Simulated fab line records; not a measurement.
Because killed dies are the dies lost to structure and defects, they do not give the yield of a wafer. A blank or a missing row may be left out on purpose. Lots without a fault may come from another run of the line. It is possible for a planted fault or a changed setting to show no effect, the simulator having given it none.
Matching of chambers    flow berkeley cmos170    UCB170_M2_ETCH_17 on rie diel-01: 4 sister chambers
The step etches BARC in N2/H2. 4 wafers are shown with their chamber, then 8 later ones without.

== WAFERS, EACH WITH ITS CHAMBER ==
wafer   chamber  throttle valve pct (%)
L414.2  2        13.44
L426.1  0        13.06
L426.3  1        12.99
L433.2  3        13.29

== WAFERS WHOSE CHAMBER IS MISSING ==
wafer   throttle valve pct (%)
L433.3  13.04
L433.4  13.44
L432.1  13.06
L432.3  13.30
L432.5  13.06
L434.2  13.04
L434.3  13.30
L434.6  12.97

== WHICH CHAMBER EACH WENT THROUGH ==
wafer   from the rows above  in truth
L433.3  0                    0
L433.4  2                    2
L432.1  0                    0
L432.3  3                    3
L432.5  0                    0
L434.2  0                    0
L434.3  3                    3
L434.6  1                    1
Correctly placed: 8 of 8. Number that these rows cannot place: 0. Number placed wrongly: 0.
How it was worked out, from the rows above alone: a wafer's distance from a chamber is the root of the sum, over the readings, of the square of ((its reading less the chamber's mean) divided by the reading's scatter). The wafer belongs to the nearest chamber; if the next one is less than 2 further off, it can't be placed. The mean given for a chamber averages the wafers shown for that chamber. The scatter: with one shown wafer a chamber, the root of the mean of the squares of how far each hidden wafer lies from its nearest shown one.
